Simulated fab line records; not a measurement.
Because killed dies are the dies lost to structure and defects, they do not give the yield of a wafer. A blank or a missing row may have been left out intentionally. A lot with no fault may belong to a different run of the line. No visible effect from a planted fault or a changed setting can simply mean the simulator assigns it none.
fab line records | flow rit-cmos
record lots=7 wafers=21 last-day=7
route steps=202 shown NRETRO@60 PRETRO@64 M1@202
lots with no fault: from the same line, run without faults
start-h: hours from the record's opening day to when the first of the lot's shown wafers began | wait-h: hours elapsed since this lot's preceding step | " identical to the entry in the row above | L1.1+2: several wafers, shown together as one row | - no value present, or no start provided | * or withheld: withheld | < > ~ a bound
route shown NAME@n: names a module that has steps shown in the file, with the first one's number in the route | usual: the fault-free wafers' mean and standard deviation | same: alike in all rows | chamber/n: place in a boat | sites: per-site readings | _std_site: the standard deviation of these | _edge_site: the outer-site mean with the inner-site mean subtracted | radius-mm: how far each site lies from the wafer's centre | mask NAME#n: copy n | behind: tool/chamber where the wafer was last shaped | hold: what put the lot on hold/how long, in hours/how the hold closed | device: whichever transistor did not switch (one of n, p or np) | end of line: tests of these same wafers at the route's end | a step with no rows: only its recipe | killed: dies that structure and defects cost at the first sort, which is not the same as the wafer's yield | map: the dies of a wafer, with x for killed, . for not killed, _ for no die there
set.NAME: setting as actually run; set.NAME@STEP: the setting as run at that earlier step | model.NAME: the simulator's own value behind a step, which no gauge read
certain route steps with their lots: each step a table, each wafer a row
services: a tool's chamber out of use, with start hour (start-h, from the record's first day; less than 0 if before it), hours out, and reason
## steps
# step RIT_NRETRO_HARDBAKE_07
# recipe resist=NOVOLAK temp-c=140 time-s=120
# step RIT_NRETRO_IMPLANT_08
# recipe species=P energy-kev=70 dose-cm2=1e+13 tilt-deg=7
# step RIT_NRETRO_STRIP_09
# recipe chemistry=O2 time-s=180 resist=NOVOLAK platen-temp-c=withheld power-w=500 pressure-mtorr=4000 o2-flow-sccm=4000
# usual drypump-motor-current-A=5.40/0.3
# same time-s=180
# columns lot.wafer tool chamber start-h wait-h drypump-motor-current-A rf-hours-counter-h
L356.1 plasma-asher-03 0 29.18 0.1 5.65 38
L356.2 " 1 " " 5.65 38
L356.5 " 0 " " 5.64 -
L358.4 plasma-asher-01 1 39.99 0.1 5.34 -
L358.5 " 0 " " 5.26 -
L358.6 " 1 " " 5.35 -
L359.1 plasma-asher-03 1 46.24 0.1 5.64 39
L359.2 " 0 " " 5.64 39
L359.6 " 0 " " 5.66 -
L360.2 plasma-asher-03 0 49.92 0.1 5.65 40
L360.3 " 0 " " 5.65 -
L360.5 " 0 " " 5.66 -
L362.3 plasma-asher-04 0 59.30 0.1 5.69 -
L362.4 " 1 " " 4.72 -
L362.5 " 1 " " 4.69 -
L374.1 plasma-asher-01 0 120.53 0.1 5.24 47
L374.2 " 1 " " 5.32 47
L374.4 " 0 " " 5.24 -
L376.1 plasma-asher-01 0 130.07 0.1 5.26 48
L376.4 " 0 " " 5.25 -
L376.6 " 0 " " 5.25 -
# step RIT_NRETRO_TW_MEAS_10
# usual NRETRO_TW=1053/7.7
# columns lot.wafer tool chamber start-h wait-h NRETRO_TW
L356.1 film-metro-04 - 29.35 0.1 1064
L356.2 " - " " 1063
L356.5 " - " " 1067
L358.4 film-metro-01 - 40.13 0.1 1041
L358.5 " - " " 1038
L358.6 " - " " 1042
L359.1 film-metro-01 - 46.41 0.1 1044
L359.2 " - " " 1046
L359.6 " - " " 1045
L360.2 film-metro-02 - 50.11 0.1 1061
L360.3 " - " " 1061
L360.5 " - " " 1064
L362.3 film-metro-02 - 59.44 0.1 1060
L362.4 " - " " 1060
L362.5 " - " " 1057
L374.1 film-metro-01 - 120.70 0.1 1042
L374.2 " - " " 1045
L374.4 " - " " 1042
L376.1 film-metro-01 - 130.24 0.1 1051
L376.4 " - " " 1050
L376.6 " - " " 1046
# step RIT_PRETRO_HMDS_00
# recipe prime-time-s=60 prime-temp-c=140
# step RIT_PRETRO_COAT_01
# recipe resist=NOVOLAK spin-rpm=2000 resist-thk-nm=1300
# step RIT_PRETRO_SOFTBAKE_02
# recipe resist=NOVOLAK temp-c=90 time-s=60
# step RIT_PRETRO_EXPOSE_03
# recipe mask-id=M5 na=0.57 target-cd-nm=43700 dose-mj=250
# step RIT_PRETRO_PEB_04
# recipe resist=NOVOLAK temp-c=withheld time-s=withheld
# step RIT_PRETRO_DEVELOP_05
# recipe resist=NOVOLAK develop-time-s=68 dev-temp-c=23
# step RIT_PRETRO_OVL_MEAS_06
# usual PRETRO_OVL=0.1/1.4
# columns lot.wafer tool chamber start-h wait-h PRETRO_OVL[nm]
L356.1 overlay-02 - 30.42 - -1.1
L356.2 " - " " 1.5
L356.5 " - " " -0.3
L358.4 overlay-02 - 41.06 - -0.2
L358.5 " - " " -1.0
L358.6 " - " " -0.9
L359.1 overlay-01 - 47.49 - 0.4
L359.2 " - " " -1.3
L359.6 " - " " 1.4
L360.2 overlay-01 - 51.17 - -0.4
L360.3 " - " " -1.3
L360.5 " - " " 2.3
L362.3 overlay-01 - 60.37 - 2.2
L362.4 " - " " -1.0
L362.5 " - " " -0.1
L374.1 overlay-02 - 121.64 - 1.9
L374.2 " - " " 1.7
L374.4 " - " " 2.4
L376.1 overlay-02 - 131.21 - 0.6
L376.4 " - " " 3.5
L376.6 " - " " 1.3
# step RIT_PRETRO_HARDBAKE_07
# recipe resist=NOVOLAK temp-c=140 time-s=120
# step RIT_PRETRO_IMPLANT_08
# recipe species=B energy-kev=45 dose-cm2=1.2e+13 tilt-deg=7
# usual tilt-deg=7.009/0.02
# columns lot.wafer tool chamber start-h wait-h tilt-deg
L356.1 implanter-02 0 30.70 0.2 6.996
L356.2 " 0 " " 6.994
L356.5 " 0 " " 7.011
L358.4 implanter-01 0 41.40 0.2 7.039
L358.5 " 0 " " 6.976
L358.6 " 0 " " 7.010
L359.1 implanter-01 0 47.78 0.2 4.508
L359.2 " 0 " " 4.476
L359.6 " 0 " " 4.504
L360.2 implanter-01 0 51.47 0.2 4.470
L360.3 " 0 " " 4.459
L360.5 " 0 " " 4.480
L362.3 implanter-01 0 60.69 0.2 4.507
L362.4 " 0 " " 4.493
L362.5 " 0 " " 4.462
L374.1 implanter-02 0 121.93 0.2 6.995
L374.2 " 0 " " 7.002
L374.4 " 0 " " 6.987
L376.1 implanter-04 0 131.63 0.2 6.988
L376.4 " 0 " " 7.013
L376.6 " 0 " " 7.022
# step RIT_PRETRO_STRIP_09
# recipe chemistry=O2 time-s=180 resist=NOVOLAK platen-temp-c=withheld power-w=500 pressure-mtorr=4000 o2-flow-sccm=4000
# usual drypump-motor-current-A=5.5/0.61
# same time-s=180
# columns lot.wafer tool chamber start-h wait-h drypump-motor-current-A rf-hours-counter-h
L356.1 plasma-asher-04 1 30.85 0.1 4.7 25
L356.2 " 0 " " 5.7 25
L356.5 " 0 " " 5.7 -
L358.4 plasma-asher-04 1 41.54 0.1 4.7 -
L358.5 " 1 " " 4.7 -
L358.6 " 0 " " 5.7 -
L359.1 plasma-asher-03 0 47.93 0.1 5.6 40
L359.2 " 1 " " 5.6 40
L359.6 " 1 " " 5.6 -
L360.2 plasma-asher-02 0 51.60 0.1 5.3 41
L360.3 " 1 " " 6.6 -
L360.5 " 1 " " 6.6 -
L362.3 plasma-asher-02 0 60.85 0.1 5.3 -
L362.4 " 1 " " 6.6 -
L362.5 " 1 " " 6.6 -
L374.1 plasma-asher-03 1 122.08 0.1 5.6 1
L374.2 " 0 " " 5.7 1
L374.4 " 1 " " 5.6 -
L376.1 plasma-asher-04 1 131.78 0.1 4.7 37
L376.4 " 1 " " 4.7 -
L376.6 " 0 " " 5.7 -
# step RIT_M1_PROBE_99
# usual killed-at-contacts=0.1/0.36 killed-at-front-end=7/3.4 killed-dies=7/3.4 killed-open=3.3/2 killed-short=3.8/2.4
# same gross-dies=264 killed_at_M0_to_M3=0 killed_at_M4_up=0 killed-at-back-side=0 killed-at-other=0
# columns lot.wafer tool chamber start-h wait-h killed-at-contacts killed-at-front-end killed-dies killed-open killed-short
L356.1 prober-02 - 56.21 0.1 0 9 9 3 6
L356.2 prober-02 - 56.26 0.1 0 13 13 4 8
L356.5 prober-02 - 56.41 0.2 0 12 12 3 9
L359.1 prober-01 - 73.04 0.1 0 6 6 3 2
L359.2 prober-01 - 73.09 0.1 0 12 12 4 7
L359.6 prober-01 - 73.29 0.2 0 6 6 1 4
L360.2 prober-02 - 77.28 0.1 2 1 3 0 1
L360.3 prober-02 - 77.33 0.2 0 9 9 4 5
L360.5 prober-02 - 77.43 0.2 1 6 7 3 3
L362.3 prober-02 - 86.14 0.2 0 3 3 2 1
L362.4 prober-02 - 86.19 0.2 0 6 6 1 5
L362.5 prober-02 - 86.24 0.2 0 5 5 3 2
# killed by level:class
L356.1 SILICIDE:geometric-particle:short=3 GATE:geometric-particle:short=2 FOX2:geometric-particle:open=1 GATE:geometric-particle:open=1 REOX:geometric-particle:short=1 SILICIDE:geometric-particle:open=1
L356.2 FOX1:geometric-particle:short=2 FOX1:geometric-particle:open=2 FOX2:geometric-particle:short=2 GATE:geometric-particle:short=2 FOX2:geometric-particle:open=1 REOX:geometric-particle:short=1 REOX:geometric-particle:open=1 SILICIDE:geometric-particle:short=1
L356.5 SILICIDE:geometric-particle:short=3 FOX1:geometric-particle:short=2 GATE:geometric-particle:short=2 GATE:geometric-particle:open=2 SPACER:geometric-particle:short=2 SILICIDE:geometric-particle:open=1
L359.1 FOX1:geometric-particle:open=1 GATE:geometric-particle:short=1 GATE:geometric-particle:open=1 REOX:geometric-particle:open=1 SPACER:geometric-particle:short=1 NWELL:coat-microbubble-printed=1
L359.2 GATE:geometric-particle:short=2 REOX:geometric-particle:short=2 FOX1:geometric-particle:open=1 FOX2:geometric-particle:open=1 FOX2:geometric-particle:short=1 GATE:geometric-particle:open=1 SPACER:geometric-particle:open=1 SPACER:geometric-particle:short=1
L359.6 SPACER:geometric-particle:short=2 REOX:geometric-particle:short=1 SPACER:geometric-particle:open=1 SILICIDE:geometric-particle:short=1 NWELL:coat-microbubble-printed=1
L360.2 CONTACT:coat-microbubble-printed=2 GATE:geometric-particle:short=1
L360.3 GATE:geometric-particle:short=2 SILICIDE:geometric-particle:open=2 FOX1:geometric-particle:short=1 GATE:geometric-particle:open=1 REOX:geometric-particle:short=1 SPACER:geometric-particle:open=1 SPACER:geometric-particle:short=1
L360.5 GATE:geometric-particle:short=2 GATE:geometric-particle:open=1 REOX:geometric-particle:open=1 SPACER:geometric-particle:short=1 SILICIDE:geometric-particle:open=1 CONTACT:coat-microbubble-printed=1
L362.3 GATE:geometric-particle:open=1 REOX:geometric-particle:short=1 SPACER:geometric-particle:open=1
L362.4 GATE:geometric-particle:short=3 FOX1:geometric-particle:short=1 REOX:geometric-particle:open=1 SPACER:geometric-particle:short=1
L362.5 GATE:geometric-particle:open=2 FOX1:geometric-particle:short=1 GATE:geometric-particle:short=1 SPACER:geometric-particle:open=1
## services
# columns tool chamber start-h hours kind
implanter-04 - 36.36 5.0 pm
implanter-01 - 43.19 1.0 repair
implanter-02 - 47.09 17.3 pm
plasma-asher-01 - 53.02 4.2 repair
implanter-04 - 66.91 3.5 repair
plasma-asher-03 - 108.75 9.0 pm
plasma-asher-03 0 108.75 9.0 vent-cycle
plasma-asher-03 1 108.75 9.0 vent-cycle
plasma-asher-03 0 117.75 - clean
plasma-asher-03 1 117.75 - clean
implanter-04 - 124.40 3.7 repair
## key
first-sign step=RIT_PRETRO_IMPLANT_08 reading=tilt-deg direction=down sigmas=99+ usual=7.009 struck=4.484
effect none on later readings
met-at RIT_PRETRO_IMPLANT_08
struck-wafers L359.1,L359.2,L359.6,L360.2,L360.3,L360.5,L362.3,L362.4,L362.5
tester-left-out L359,L360,L362
onset-between 41.40 47.78
fault kind=process-parameter-drift tool=implanter-01 chamber=- onset-h=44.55 steps=RIT_PRETRO_IMPLANT_08 channel=tilt-deg offset=-2.5268 shape=step end-h=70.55 acts-in=these-recipes-only stated=7
# tester-left-out: of these lots the tester's yield and bins aren't shown, on N5 and GAA mostly nor the transistor test; their killed dies are dies lost to structure and defects alone, not to doping, threshold or leakage, so they don't give the yield
